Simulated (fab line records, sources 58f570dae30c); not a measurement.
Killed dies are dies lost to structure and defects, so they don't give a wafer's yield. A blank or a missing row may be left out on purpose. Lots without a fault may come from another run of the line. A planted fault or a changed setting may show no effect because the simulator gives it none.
Problem report in the 8D (eight disciplines) form, filled by code | flow berkeley_cmos170 | the parts of the form that need people (team, actions taken, sign-off) are left out

1. THE PROBLEM
run_length_s at UCB170_GATE_ETCH_15 reads a mean of 62.1 s on 6 wafers of 2 lots; wafers without a fault read 84.7 s with a standard deviation of 0.4. That is -56 standard deviations from the usual mean.
The step: etches poly-Si in HBr/Cl2, stops on SiO2, time 56.3 s, target depth 278.2 nm.
First seen on wafer L678.2, day 10 05:00, on rie_si-02. The record holds 18 wafers of 6 lots with a number at this step. Rule for "out", or "out of limits": more than 4 standard deviations from the usual mean. The other wafers with a number count as sound.

2. WHAT IT IS AND WHAT IT IS NOT
question                    | is                           | is not
which readings at this step | run_length_s, oes_product_au | drypump_motor_current_A, throttle_valve_pct
which lots                  | L678, L679                   | L671, L674, L682, L687
which wafers of those lots  | all that have a number       | -
read on which tools         | rie_si-02                    | rie_si-01
when                        | from day 10 05:00            | up to then (6 sound wafers); but 6 sound wafers of L682, L687 came after

3. SUSPECTS, AND WHAT RULES EACH OUT
Counting: a tool at a process step up to the reading stays a suspect if it ran every lot that is out and no sound lot after the first of them.
- rie_si-02 at UCB170_GATE_ETCH_15 (etches poly-Si in HBr/Cl2, stops on SiO2, time 56.3 s, target depth 278.2 nm): kept. It ran every lot that is out, first L678 (day 10 05:00), and no sound lot after that; its last sound lot up to then is L671 (day 9 00:25). Its own readings are out on those wafers: oes_product_au, run_length_s.
Left after counting: rie_si-02 at UCB170_GATE_ETCH_15.

4. THE CAUSE (what the simulator had put in)
Process parameter drift: rie_si-02, from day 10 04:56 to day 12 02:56, at UCB170_GATE_ETCH_15. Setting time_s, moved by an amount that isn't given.
Counting left only this tool.

5. THE CHAIN OF EFFECTS, in route order
Each row: a reading whose mean over the struck wafers that have a number lies more than 3 standard deviations from the usual. Only readings for which the record gives a usual standard deviation are gone through. hours: the time from each lot's start at the first step in this table that gives one to its start at this step, as a median over the lots. sigmas: the change in usual standard deviations.
hours | step                | reading        | usual      | on struck wafers | change | sigmas
0     | UCB170_GATE_ETCH_15 | oes_product_au | 0.824 a.u. | 1.000            | +0.176 | +10
0     | UCB170_GATE_ETCH_15 | run_length_s   | 84.7 s     | 62.1             | -22.6  | -56
The process steps in it:
- UCB170_GATE_ETCH_15: etches poly-Si in HBr/Cl2, stops on SiO2, time 56.3 s, target depth 278.2 nm.

6. WHAT WOULD HAVE CAUGHT IT SOONER
In this record the first reading out of limits was taken at day 10 05:00, 0 hours after the fault began at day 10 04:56.
